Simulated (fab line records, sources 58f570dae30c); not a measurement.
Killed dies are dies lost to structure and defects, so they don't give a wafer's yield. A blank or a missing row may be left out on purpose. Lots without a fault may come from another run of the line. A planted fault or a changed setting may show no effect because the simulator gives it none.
Which tool did it? | flow berkeley_cmos170 | 7 lots, 21 wafers sampled, at 1 step of a route of 331

WHAT THE GAUGES READ, wafer by wafer
UCB170_GATE_CD_MEAS_12: target cd 350 nm.
lot  | measured     | on        | cd_nm (nm)
L325 | day 6 07:31  | cd_sem-02 | 351.5 351.7 350.9
L328 | day 6 19:19  | cd_sem-01 | 349.6 348.6 348.2
L326 | day 7 08:43  | cd_sem-01 | 349.1 347.8 348.3
L329 | day 7 09:17  | cd_sem-02 | 351.0 350.1 351.5
L333 | day 8 08:32  | cd_sem-02 | 351.7 352.4 352.8
L338 | day 9 07:04  | cd_sem-02 | 348.1 347.1 347.9
L341 | day 10 04:23 | cd_sem-01 | 351.8 351.0 350.5

WHICH TOOL RAN EACH LOT (tool, then ch and the chambers of the sampled wafers, then the start)
The record holds no process step before these readings.

THE ANSWER, worked out from the rows above alone
Rule: what is usual is taken from the lots themselves. Put in order of their means at a reading, lots are off if they are a third of the lots or fewer, leave a main group of 4 or more, and stand apart from it by a gap of 3 or more times the standard deviation of the main group's means; of several such gaps the widest counts. A main group whose means are all the same, to the digits that the tables above print for the reading, isn't used. A lot without any number at a reading at which 4 lots or more have one is off too. The other lots that the step has rows for count as sound.
No lot is off at any reading shown: from this, nothing can be told.

WHAT THE SIMULATOR HAD PUT IN
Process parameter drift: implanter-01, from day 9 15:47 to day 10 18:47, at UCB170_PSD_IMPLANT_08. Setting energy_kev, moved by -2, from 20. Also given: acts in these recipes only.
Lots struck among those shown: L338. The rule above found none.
